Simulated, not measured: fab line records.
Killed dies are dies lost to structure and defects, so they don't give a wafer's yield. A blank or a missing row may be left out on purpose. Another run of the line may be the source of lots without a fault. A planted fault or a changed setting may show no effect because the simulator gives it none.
Which tool did it? :: flow berkeleyCmos170 :: 15 lots with 45 wafers sampled at 4 steps, on a route of 331 steps

## WHAT THE GAUGES SHOWED, per wafer
UCB170_NSD_CD_MEAS_06: target cd 1200 nm. Usual: cdNm at 1199.8 nm, with a standard deviation of 1.4.
lot: L840
measured: day 8 03:24
on: cdSem-01
cdNm (nm): 1201.2 1201.1 1200.5
flag: 

lot: L844
measured: day 8 16:24
on: cdSem-02
cdNm (nm): 1200.6 1200.6 1200.5
flag: 

lot: L843
measured: day 8 17:00
on: cdSem-01
cdNm (nm): 1198.9 1199.6 1199.0
flag: 

lot: L848
measured: day 9 03:25
on: cdSem-02
cdNm (nm): 1198.2 1197.3 1198.6
flag: 

lot: L845
measured: day 9 03:39
on: cdSem-01
cdNm (nm): 1199.9 1199.4 1201.2
flag: 

lot: L846
measured: day 9 03:55
on: cdSem-02
cdNm (nm): 1200.4 1199.4 1199.2
flag: 

lot: L847
measured: day 9 04:10
on: cdSem-01
cdNm (nm): 1200.3 1200.3 1199.7
flag: 

lot: L849
measured: day 9 15:58
on: cdSem-01
cdNm (nm): 1200.0 1200.4 1198.3
flag: 

lot: L851
measured: day 10 02:05
on: cdSem-02
cdNm (nm): 1198.2 1198.9 1198.1
flag: 

lot: L855
measured: day 10 17:40
on: cdSem-02
cdNm (nm): 1198.2 1200.3 1199.3
flag: 

lot: L853
measured: day 10 17:54
on: cdSem-02
cdNm (nm): 1198.1 1198.9 1200.0
flag: 

lot: L858
measured: day 11 15:28
on: cdSem-01
cdNm (nm): 1197.5 1198.1 1200.0
flag: 

lot: L857
measured: day 11 15:44
on: cdSem-01
cdNm (nm): 1203.3 1202.1 1201.7
flag: 

lot: L856
measured: day 11 15:56
on: cdSem-02
cdNm (nm): 1198.0 1197.7 1196.5
flag: 

lot: L860
measured: day 11 16:39
on: cdSem-01
cdNm (nm): 1202.1 1200.7 1201.1
flag: 

UCB170_M1_CD_MEAS_09: target cd 700 nm. Usual: cdNm at 700.5 nm, with a standard deviation of 1.4.
lot: L840
measured: day 8 11:55
on: cdSem-01
cdNm (nm): 703.1 701.5 701.7
flag: 

lot: L844
measured: day 9 02:28
on: cdSem-02
cdNm (nm): 700.9 700.2 701.5
flag: 

lot: L843
measured: day 9 04:05
on: cdSem-02
cdNm (nm): 701.4 700.8 700.4
flag: 

lot: L848
measured: day 9 11:48
on: cdSem-01
cdNm (nm): 696.6 696.8 697.8
flag: 

lot: L845
measured: day 9 12:02
on: cdSem-01
cdNm (nm): 701.2 702.4 701.1
flag: 

lot: L846
measured: day 9 13:47
on: cdSem-01
cdNm (nm): 700.2 701.5 700.0
flag: 

lot: L847
measured: day 9 14:04
on: cdSem-01
cdNm (nm): 702.6 700.1 702.0
flag: 

lot: L849
measured: day 10 02:02
on: cdSem-01
cdNm (nm): 700.8 700.9 700.5
flag: 

lot: L851
measured: day 10 10:56
on: cdSem-02
cdNm (nm): 702.1 699.0 701.4
flag: 

lot: L855
measured: day 11 05:04
on: cdSem-01
cdNm (nm): 702.2 701.5 702.7
flag: 

lot: L853
measured: day 11 04:27
on: cdSem-02
cdNm (nm): 703.0 702.9 701.9
flag: 

lot: L858
measured: day 12 02:13
on: cdSem-01
cdNm (nm): 698.1 699.2 699.2
flag: 

lot: L857
measured: day 12 02:50
on: cdSem-01
cdNm (nm): 699.3 701.0 699.8
flag: 

lot: L856
measured: day 12 03:08
on: cdSem-02
cdNm (nm): 698.7 700.4 698.1
flag: 

lot: L860
measured: day 12 03:41
on: cdSem-02
cdNm (nm): 700.7 699.2 700.2
flag: 

UCB170_V1_BOW_MEAS_03. Usual: for V1_BOW the level is 18 um and the standard deviation is 6.6.
lot: L840
measured: day 8 15:03
on: filmMetro-01
V1_BOW (um): 19 21 16
flag: 

lot: L844
measured: day 9 04:52
on: filmMetro-03
V1_BOW (um): 11 10 19
flag: 

lot: L843
measured: day 9 07:31
on: filmMetro-03
V1_BOW (um): 31 23 9
flag: 

lot: L848
measured: day 9 14:13
on: filmMetro-01
V1_BOW (um): 15 21 21
flag: 

lot: L845
measured: day 9 15:32
on: filmMetro-02
V1_BOW (um): 9 17 14
flag: 

lot: L846
measured: day 9 16:54
on: filmMetro-03
V1_BOW (um): 5 9 18
flag: 

lot: L847
measured: day 9 16:52
on: filmMetro-01
V1_BOW (um): 15 20 19
flag: 

lot: L849
measured: day 10 04:35
on: filmMetro-03
V1_BOW (um): 15 8 14
flag: 

lot: L851
measured: day 10 13:20
on: filmMetro-03
V1_BOW (um): 12 17 13
flag: 

lot: L855
measured: day 11 08:11
on: filmMetro-02
V1_BOW (um): 15 17 8
flag: 

lot: L853
measured: day 11 06:51
on: filmMetro-02
V1_BOW (um): 15 20 18
flag: 

lot: L858
measured: day 12 04:37
on: filmMetro-01
V1_BOW (um): 23 8 28
flag: 

lot: L857
measured: day 12 05:57
on: filmMetro-03
V1_BOW (um): 16 19 14
flag: 

lot: L856
measured: day 12 05:58
on: filmMetro-02
V1_BOW (um): 17 23 30
flag: 

lot: L860
measured: day 12 07:18
on: filmMetro-03
V1_BOW (um): 17 19 20
flag: 

## EACH LOT AND THE TOOL THAT RAN IT (in order: tool; ch and the chambers of the sampled wafers; start)
lot: L840
UCB170_CONTACT_RTA_08: rtpAnneal-01 ch 0, day 8 08:32

lot: L844
UCB170_CONTACT_RTA_08: rtpAnneal-01 ch 0, day 8 22:47

lot: L843
UCB170_CONTACT_RTA_08: rtpAnneal-01 ch 0, day 9 00:58

lot: L848
UCB170_CONTACT_RTA_08: rtpAnneal-01 ch 0, day 9 08:41

lot: L845
UCB170_CONTACT_RTA_08: rtpAnneal-02 ch 0, day 9 08:51

lot: L846
UCB170_CONTACT_RTA_08: rtpAnneal-01 ch 0, day 9 10:59

lot: L847
UCB170_CONTACT_RTA_08: rtpAnneal-02 ch 0, day 9 10:58

lot: L849
UCB170_CONTACT_RTA_08: rtpAnneal-02 ch 0, day 9 21:59

lot: L851
UCB170_CONTACT_RTA_08: rtpAnneal-01 ch 0, day 10 07:51

lot: L855
UCB170_CONTACT_RTA_08: rtpAnneal-01 ch 0, day 11 00:41

lot: L853
UCB170_CONTACT_RTA_08: rtpAnneal-02 ch 0, day 11 00:41

lot: L858
UCB170_CONTACT_RTA_08: rtpAnneal-01 ch 0, day 11 23:07

lot: L857
UCB170_CONTACT_RTA_08: rtpAnneal-02 ch 0, day 11 23:07

lot: L856
UCB170_CONTACT_RTA_08: rtpAnneal-01 ch 0, day 11 23:11

lot: L860
UCB170_CONTACT_RTA_08: rtpAnneal-02 ch 0, day 11 23:17
- UCB170_CONTACT_RTA_08: time 10 s.

## AS READ BY THE TOOLS THEMSELVES (means over the sampled wafers that have a number; for cases with no such wafer, the mark the record gives instead)
UCB170_CONTACT_RTA_08. Usual: lampPowerPct 22.1 %, standard deviation 0.56; wafer_temp_C_max 904.5, standard deviation 1.1.
lot: L840
tool: rtpAnneal-01
lampPowerPct (%): 22.7
wafer_temp_C_max: 903.6
flag: 

lot: L844
tool: rtpAnneal-01
lampPowerPct (%): 22.7
wafer_temp_C_max: 903.2
flag: 

lot: L843
tool: rtpAnneal-01
lampPowerPct (%): 22.7
wafer_temp_C_max: 903.5
flag: 

lot: L848
tool: rtpAnneal-01
lampPowerPct (%): 22.7
wafer_temp_C_max: 904.0
flag: 

lot: L845
tool: rtpAnneal-02
lampPowerPct (%): 21.6
wafer_temp_C_max: 904.8
flag: 

lot: L846
tool: rtpAnneal-01
lampPowerPct (%): 22.7
wafer_temp_C_max: 903.9
flag: 

lot: L847
tool: rtpAnneal-02
lampPowerPct (%): 21.6
wafer_temp_C_max: 905.1
flag: 

lot: L849
tool: rtpAnneal-02
lampPowerPct (%): 21.6
wafer_temp_C_max: 905.8
flag: 

lot: L851
tool: rtpAnneal-01
lampPowerPct (%): 22.7
wafer_temp_C_max: 904.1
flag: 

lot: L855
tool: rtpAnneal-01
lampPowerPct (%): 25.0
wafer_temp_C_max: 939.5
flag: OFF

lot: L853
tool: rtpAnneal-02
lampPowerPct (%): 21.6
wafer_temp_C_max: 904.9
flag: 

lot: L858
tool: rtpAnneal-01
lampPowerPct (%): 25.0
wafer_temp_C_max: 939.3
flag: OFF

lot: L857
tool: rtpAnneal-02
lampPowerPct (%): 21.6
wafer_temp_C_max: 905.1
flag: 

lot: L856
tool: rtpAnneal-01
lampPowerPct (%): 25.0
wafer_temp_C_max: 939.2
flag: OFF

lot: L860
tool: rtpAnneal-02
lampPowerPct (%): 21.6
wafer_temp_C_max: 905.3
flag: 

## THE ANSWER, worked out from the rows above alone
Rule: a lot is off if the mean of its wafers that have a number lies more than 3 standard deviations from the usual mean. A lot without any number at a reading at which 4 lots or more have one is off too. Where the step has rows for the other lots, those lots are counted as sound. Order of review: gauges by route order, followed by the tools' own readings, for which a lot's mean as printed above is used. At the first step where some lot is off, the reading lying furthest off is the one used; lots without a number count as furthest.
Off: L855, L858, L856, at UCB170_CONTACT_RTA_08 (wafer_temp_C_max).
If a tool, at that step or one of the process steps before it, ran each lot that is off and ran no sound lot following the first of them, it fits. One fits: rtpAnneal-01 at UCB170_CONTACT_RTA_08. Its last sound lot is L851 (day 10 07:51), its first lot that is off L855 (day 11 00:41): a fault that began between those two fits.
The tool's own readings at UCB170_CONTACT_RTA_08 bear it out: on the lots that are off they differ by more than 5 times the standard deviation of the sound lots' means. lampPowerPct reads 25.0 % there against 22.1 % on the sound lots; wafer_temp_C_max reads 939.3 there against 904.4 on the sound lots.

## WHAT WAS PUT IN BY THE SIMULATOR
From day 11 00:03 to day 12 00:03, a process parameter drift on rtpAnneal-01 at UCB170_CONTACT_RTA_08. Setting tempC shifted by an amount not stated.
Struck lots among those shown: L855, L858, L856. Same finding as the rule above.
